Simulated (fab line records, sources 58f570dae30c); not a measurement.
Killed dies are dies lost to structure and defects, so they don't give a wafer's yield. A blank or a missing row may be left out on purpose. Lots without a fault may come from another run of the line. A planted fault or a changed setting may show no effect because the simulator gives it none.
Tool commonality check | flow berkeley_cmos170 | 13 lots, 39 wafers sampled

WHY IT WAS OPENED
At UCB170_GATE_CD_MEAS_12 the reading cd_nm is flagged on 1 of 13 lots. Wafers without a fault read 350.4 nm, standard deviation 1.2.
Rule: a lot is flagged when every wafer of it that has a number lies more than 4 standard deviations from that mean, or none has a number. The other lots count as sound.

lot  | measured     | on        | cd_nm (nm), wafer by wafer | flag
L148 | day 7 12:43  | cd_sem-02 | 350.3 350.9 349.8          |
L147 | day 7 13:00  | cd_sem-01 | 349.1 349.7 349.0          |
L144 | day 7 13:17  | cd_sem-02 | 351.9 351.2 351.0          |
L150 | day 8 12:03  | cd_sem-01 | 374.8 373.9 376.1          | FLAGGED
L158 | day 10 00:44 | cd_sem-02 | 350.4 350.4 350.2          |
L159 | day 10 00:58 | cd_sem-02 | 350.4 350.2 351.0          |
L160 | day 10 15:02 | cd_sem-02 | 348.7 349.6 348.2          |
L161 | day 11 01:52 | cd_sem-01 | 350.0 351.2 350.7          |
L162 | day 11 02:11 | cd_sem-01 | 348.4 349.1 349.0          |
L165 | day 11 07:54 | cd_sem-02 | 349.6 348.7 349.4          |
L164 | day 11 08:07 | cd_sem-02 | 352.0 351.3 350.6          |
L167 | day 11 22:29 | cd_sem-02 | 349.3 348.8 349.2          |
L166 | day 11 22:54 | cd_sem-01 | 349.8 349.7 350.5          |
The numbers of the flagged lots are 374.9 nm on average: +24.5 nm against the usual, or +20 standard deviations.

WHICH TOOL RAN EACH LOT
The record holds 1 process step before the reading, out of a route of 331 steps. In each cell: the tool, then ch and the chambers that the sampled wafers went through, then the start.
lot  | flag    | UCB170_GATE_EXPOSE_09
L148 |         | krf_scanner-02 ch 0, day 7 12:00
L147 |         | krf_scanner-02 ch 0, day 7 12:36
L144 |         | krf_scanner-02 ch 0, day 7 12:45
L150 | FLAGGED | krf_scanner-02 ch 0, day 8 11:40
L158 |         | krf_scanner-02 ch 0, day 10 00:02
L159 |         | krf_scanner-01 ch 0, day 10 00:21
L160 |         | krf_scanner-01 ch 0, day 10 14:19
L161 |         | krf_scanner-02 ch 0, day 11 01:28
L162 |         | krf_scanner-01 ch 0, day 11 01:45
L165 |         | krf_scanner-02 ch 0, day 11 07:28
L164 |         | krf_scanner-01 ch 0, day 11 07:44
L167 |         | krf_scanner-01 ch 0, day 11 22:05
L166 |         | krf_scanner-02 ch 0, day 11 22:31
What these steps do:
- UCB170_GATE_EXPOSE_09: exposes mask POLY, target cd 350 nm.
- UCB170_GATE_CD_MEAS_12: target cd 350 nm.

FLAGGED OVER TOTAL, TOOL BY TOOL (the gauges that took the reading come last)
step                   | tool           | lots run | flagged | share of the flagged lots | sound lots run after its first flagged lot
UCB170_GATE_EXPOSE_09  | krf_scanner-01 | 5        | 0       | none                      | -
UCB170_GATE_EXPOSE_09  | krf_scanner-02 | 8        | 1       | all                       | 4 (L158,L161,L165,L166)
UCB170_GATE_CD_MEAS_12 | cd_sem-01      | 5        | 1       | all                       | 3 (L161,L162,L166)
UCB170_GATE_CD_MEAS_12 | cd_sem-02      | 8        | 0       | none                      | -

WHAT THE TABLE ALLOWS
2 rows of the table ran every flagged lot: krf_scanner-02 at UCB170_GATE_EXPOSE_09, cd_sem-01 at UCB170_GATE_CD_MEAS_12.
- krf_scanner-02 at UCB170_GATE_EXPOSE_09: 1 of its 8 lots flagged. Sound lots ran on it after the first flagged one (L158, L161, L165, L166), which a lasting fault on the whole tool wouldn't allow.
- cd_sem-01 at UCB170_GATE_CD_MEAS_12: 1 of its 5 lots flagged. Sound lots ran on it after the first flagged one (L161, L162, L166), which a lasting fault on the whole tool wouldn't allow.
No row of the table ran every flagged lot and no sound lot after the first.

WHAT THE SIMULATOR HAD PUT IN
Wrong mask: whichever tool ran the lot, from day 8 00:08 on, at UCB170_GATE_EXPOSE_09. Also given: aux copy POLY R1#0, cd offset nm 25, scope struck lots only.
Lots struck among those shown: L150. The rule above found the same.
